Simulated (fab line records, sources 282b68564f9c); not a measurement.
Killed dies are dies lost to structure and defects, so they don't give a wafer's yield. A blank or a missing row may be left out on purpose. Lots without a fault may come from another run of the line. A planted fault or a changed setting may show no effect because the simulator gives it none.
Which tool did it? | flow rit_cmos | 7 lots, 21 wafers sampled, at 2 steps of a route of 202

WHAT THE GAUGES READ, wafer by wafer
RIT_GATE_CD_MEAS_16: target cd 150 nm.
lot  | measured    | on        | cd_nm (nm)
L101 | day 3 01:54 | cd_sem-02 | 152.3 152.3 150.3
L103 | day 3 14:59 | cd_sem-02 | 153.3 151.3 151.9
L105 | day 4 01:43 | cd_sem-01 | 151.5 154.6 153.3
L107 | day 4 10:04 | cd_sem-02 | 152.0 152.7 151.3
L109 | day 4 21:34 | cd_sem-01 | 146.9 149.1 149.6
L113 | day 5 15:32 | cd_sem-02 | 149.8 148.0 146.2
L121 | day 7 03:47 | cd_sem-01 | 228.6 226.0 228.5

WHICH TOOL RAN EACH LOT (tool, then ch and the chambers of the sampled wafers, then the start)
lot  | RIT_GATE_EXPOSE_13
L101 | iline_stepper-02 ch 0, day 3 01:30
L103 | iline_stepper-01 ch 0, day 3 14:35
L105 | iline_stepper-01 ch 0, day 4 01:13
L107 | iline_stepper-01 ch 0, day 4 09:40
L109 | iline_stepper-02 ch 0, day 4 21:10
L113 | iline_stepper-02 ch 0, day 5 15:08
L121 | iline_stepper-01 ch 0, day 7 03:23
- RIT_GATE_EXPOSE_13: exposes mask M6, target cd 150 nm.

THE ANSWER, worked out from the rows above alone
Rule: what is usual is taken from the lots themselves. Put in order of their means at a reading, lots are off if they are a third of the lots or fewer, leave a main group of 4 or more, and stand apart from it by a gap of 3 or more times the standard deviation of the main group's means; of several such gaps the widest counts. A main group whose means are all the same, to the digits that the tables above print for the reading, isn't used. A lot without any number at a reading at which 4 lots or more have one is off too. The other lots that the step has rows for count as sound.
Off: L121, at RIT_GATE_CD_MEAS_16 (cd_nm). The main group: mean 150.9 nm, standard deviation 1.9.
A tool fits if, at a process step before that reading, it ran every lot that is off, and no sound lot after the first of them. The gauges at RIT_GATE_CD_MEAS_16 are tried like those tools. Can't be told from this: 2 tools fit, iline_stepper-01 at RIT_GATE_EXPOSE_13, cd_sem-01 at RIT_GATE_CD_MEAS_16.

WHAT THE SIMULATOR HAD PUT IN
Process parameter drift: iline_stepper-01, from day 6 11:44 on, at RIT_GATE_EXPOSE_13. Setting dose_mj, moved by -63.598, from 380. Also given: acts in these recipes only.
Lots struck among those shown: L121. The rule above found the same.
